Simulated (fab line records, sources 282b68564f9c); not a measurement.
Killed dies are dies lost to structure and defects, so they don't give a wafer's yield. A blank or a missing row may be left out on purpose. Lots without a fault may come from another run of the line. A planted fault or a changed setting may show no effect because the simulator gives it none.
A struck lot beside a sound one | flow rit_cmos | 14 steps out of a route of 202
Sound: wafers L648.1, L648.5, L648.6. Struck: wafers L651.1, L651.3, L651.5. The cause comes at the end.
At each step with rows: each side's tool, then ch and its chambers, then its first start. Under that, the readings that differ: sound wafers | struck wafers | difference of the means | sigmas: that difference in standard deviations of wafers without a fault.
alike: readings whose means differ by less than 2 such deviations, and words and numbers that are the same on both sides. not compared: withheld readings, readings that some wafer has no value for, bounds like >300 that may hide the same value, and numbers for which the record gives no deviation and whose values overlap.
The two part at a step that has a row with sigmas, a row that says differs or no value, or rows on one side only. Numbers that don't overlap but have no deviation are shown without sigmas and don't part them. A reading that every wafer of one side lacks parts them only if that side has two wafers or more.

first, 1 step without rows for these wafers: RIT_NRETRO_IMPLANT_08.
RIT_NRETRO_STRIP_09: strips in O2, time 180 s.
  sound on plasma_asher-03 ch 0,1, day 3 12:28; struck on plasma_asher-01 ch 0,1, day 3 22:05
  alike: chamber_pressure_mTorr, drypump_motor_current_A
  not compared: rf_hours_counter_h
RIT_NRETRO_TW_MEAS_10:
  sound on film_metro-02, day 3 12:38; struck on film_metro-04, day 3 22:16
  alike: NRETRO_TW
then, 6 steps without rows for these wafers: RIT_PRETRO_HMDS_00 (prime time 60 s); RIT_PRETRO_COAT_01 (resist thk 1300 nm); RIT_PRETRO_SOFTBAKE_02 (time 60 s); RIT_PRETRO_EXPOSE_03 (exposes mask M5, target cd 43700 nm); RIT_PRETRO_PEB_04; RIT_PRETRO_DEVELOP_05 (develop time 68 s).
RIT_PRETRO_OVL_MEAS_06:
  sound on overlay-02, day 3 13:34; struck on overlay-01, day 3 23:12
  alike: PRETRO_OVL
then, 2 steps without rows for these wafers: RIT_PRETRO_HARDBAKE_07 (time 120 s); RIT_PRETRO_IMPLANT_08.
RIT_PRETRO_STRIP_09: strips in O2, time 180 s.
  sound on plasma_asher-02 ch 0,1, day 3 14:01; struck on plasma_asher-01 ch 0, day 3 23:38
  no value came back on the struck wafers for chamber_pressure_mTorr (mTorr), drypump_motor_current_A (A); on the sound wafers chamber_pressure_mTorr (mTorr) reads 4000 4001 4001
  reading                                     | sound | struck         | difference | sigmas
  model.NOVOLAK_of_PRETRO_COAT_01.thk_nm (nm) | 0 0 0 | 1138 1138 1140 | +1139      |
  not compared: rf_hours_counter_h
RIT_PRETRO_TW_MEAS_10:
  sound on film_metro-02, day 3 14:11; struck on film_metro-04, day 3 23:49
  reading   | sound             | struck            | difference | sigmas
  PRETRO_TW | 472.7 474.9 474.7 | 480.9 482.0 480.8 | +7.1       | +2

WHERE THEY PART
First at RIT_PRETRO_STRIP_09; last, within this record, at RIT_PRETRO_TW_MEAS_10.

WHY: what the simulator had put in
Skipped step whole: plasma_asher-01, from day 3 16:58 on, at RIT_PRETRO_STRIP_09. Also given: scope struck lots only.
